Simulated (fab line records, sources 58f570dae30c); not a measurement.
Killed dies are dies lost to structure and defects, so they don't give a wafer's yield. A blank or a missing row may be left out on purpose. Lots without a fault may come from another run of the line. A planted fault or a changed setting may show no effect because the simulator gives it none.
One fault seen from 2 desks | flow berkeley_cmos170 | each desk has only its own numbers; what lay behind them comes last

THE METROLOGY DESK
What the gauges read, lot by lot, whatever tool the lot ran on: means of the sampled wafers that have a number. A lot is out of limits, marked OUT, if its mean lies more than 4 standard deviations from the usual mean; the brackets give that distance.
Columns: A = NLDD_RS at UCB170_SDANNEAL_RS_MEAS_05, usual 616.1 ohm/sq; B = SILICIDE_TI_RS at UCB170_SILICIDE_RS_MEAS_02, usual 26.1 ohm/sq; C = SILICIDE_TI_THK at UCB170_SILICIDE_THK_MEAS_03, usual 30.0 nm; D = CONTACT_PSG_THK at UCB170_CONTACT_THK_MEAS_02, usual 701 nm; E = cd_nm at UCB170_CONTACT_CD_MEAS_15, usual 700.6 nm; F = CONTACT_OVL at UCB170_CONTACT_OVL_MEAS_16, usual 4 nm
lot  | first seen here | A     | B    | C    | D   | E     | F
L866 | day 8 17:38     | 615.3 | 26.4 | 29.6 | 696 | 700.3 | 3
L873 | day 10 10:52    | 615.6 | 25.9 | 30.2 | 699 | 702.8 | 2
L877 | day 10 21:44    | 617.6 | 27.0 | 29.1 | 709 | 699.2 | 6
L878 | day 11 12:20    | 617.1 | 26.0 | 29.9 | 702 | 701.0 | 4
L880 | day 11 22:29    | 613.4 | 26.6 | 29.5 | 698 | 700.2 | 4
L879 | day 11 22:35    | 616.1 | 26.4 | 29.8 | 694 | 700.4 | 9
L882 | day 12 03:13    | 615.0 | 26.3 | 29.7 | 704 | 700.9 | 6
This desk's finding: nothing out of limits on any of the 7 lots.

THE TOOL OWNER'S DESK: litho_track-03
The tool's own readings at UCB170_CONTACT_SOFTBAKE_05 (time 60 s): means of the sampled wafers that have a number, for each lot that ran on this tool. A lot is out of limits, marked OUT, if its mean lies more than 4 standard deviations from the usual mean; the brackets give that distance.
Columns: A = run_length_s at UCB170_CONTACT_SOFTBAKE_05, usual 89.24 s
lot  | first seen here | A
L866 | day 8 22:46     | 89.25
L878 | day 11 21:48    | 94.53 (+44) OUT
L880 | day 12 01:32    | 94.53 (+44) OUT
L882 | day 12 06:20    | 94.65 (+45) OUT
This desk's finding: out of limits on L878, L880, L882; first on L878, day 11 21:48 (run_length_s at UCB170_CONTACT_SOFTBAKE_05). In limits: L866.

PUT TOGETHER
The tool owner's desk could have raised an alarm at day 11 21:48, on L878, L880, L882.
The metrology desk saw nothing out of limits.
The metrology desk has L878, L880, L882 on record, within its limits.
Of the lots named, all ran UCB170_CONTACT_SOFTBAKE_05 on litho_track-03.

WHAT THE SIMULATOR HAD PUT IN
Process parameter drift: litho_track-03, from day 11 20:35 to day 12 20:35, at UCB170_CONTACT_SOFTBAKE_05. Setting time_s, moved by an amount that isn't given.
Lots struck among those shown: L878, L880, L882.
Hours from the fault's start to each desk's first reading out of limits: the tool owner's desk, 1.
